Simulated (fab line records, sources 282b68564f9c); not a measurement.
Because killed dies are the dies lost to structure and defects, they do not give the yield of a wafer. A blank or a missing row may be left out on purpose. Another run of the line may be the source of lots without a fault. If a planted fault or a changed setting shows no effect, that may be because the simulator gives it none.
2 desks, one fault    flow rit-cmos    only its own numbers are on each desk; what lay behind them is given at the end

## THE METROLOGY DESK
Means of the sampled wafers that have a number, per lot and without regard to the tool the lot ran on: this is what the gauges read. Any lot whose mean is over 4 standard deviations away from the usual mean is out of limits and marked OUT; that distance is given in the brackets.
Columns: A = NLDD_TW at RIT_NLDD_TW_MEAS_10, usual 2470; B = NLDD_RS at RIT_SDANNEAL_RS_MEAS_07, usual 151.7 ohm/sq
lot   first seen here  A               B
L117  day 2 19:14      2460            152.5
L118  day 2 22:12      2462            151.7
L119  day 3 05:27      2480            151.2
L120  day 3 09:19      2475            152.3
L121  day 3 15:53      2463            151.8
L122  day 3 19:21      2472            152.1
L123  day 3 23:10      2478            152.1
L125  day 4 09:21      2457            151.4
L126  day 4 15:45      2642 (+14) OUT  145.6 (-9.7) OUT
L130  day 5 10:08      2646 (+15) OUT  147.2 (-7.1) OUT
L135  day 6 12:33      2479            152.5
L137  day 7 00:13      2484            151.5
L139  day 7 09:52      2464            152.3
L140  day 7 17:02      2473            151.2
This desk finds L126, L130 out of limits, with the earliest case on L126 at day 4 15:45 (NLDD_TW at RIT_NLDD_TW_MEAS_10). Within limits: L117, L118, L119, L120, L121, L122, L123, L125, L135, L137, L139, L140.

## FOR THE TOOL OWNER'S DESK: implanter-01
The tool's own readings at RIT_NLDD_IMPLANT_08: means of the sampled wafers that have a number, for each lot that ran on this tool. Any lot whose mean is over 4 standard deviations away from the usual mean is out of limits and marked OUT; that distance is given in the brackets.
Columns: A = beam-energy-keV at RIT_NLDD_IMPLANT_08, usual 20.002; B = tilt-deg at RIT_NLDD_IMPLANT_08, usual 7.003 degrees
lot   first seen here  A                         B
L117  day 2 18:55      19.998                    6.983
L119  day 3 05:08      19.999                    7.007
L121  day 3 15:34      19.991                    7.001
L126  day 4 15:25      26.002 (+99 or more) OUT  6.996
L130  day 5 09:50      26.002 (+99 or more) OUT  7.010
L140  day 7 16:45      20.008                    6.998
This desk finds L126, L130 out of limits, L126 being first, at day 4 15:25 (beam-energy-keV at RIT_NLDD_IMPLANT_08). Within limits: L117, L119, L121, L140.

## ALL TOGETHER
On L126, L130, at day 4 15:25, an alarm was possible from the tool owner's desk.
On L126, L130, the metrology desk was in a position to raise an alarm at day 4 15:45.
Every lot named ran RIT_NLDD_IMPLANT_08 on implanter-01.

## WHAT WAS PUT IN BY THE SIMULATOR
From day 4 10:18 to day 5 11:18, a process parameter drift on implanter-01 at RIT_NLDD_IMPLANT_08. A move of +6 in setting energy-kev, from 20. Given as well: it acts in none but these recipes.
Lots struck among those shown: L126, L130.
Time in hours from fault onset to the first out-of-limits reading at each desk: tool owner's desk 5, metrology desk 5.
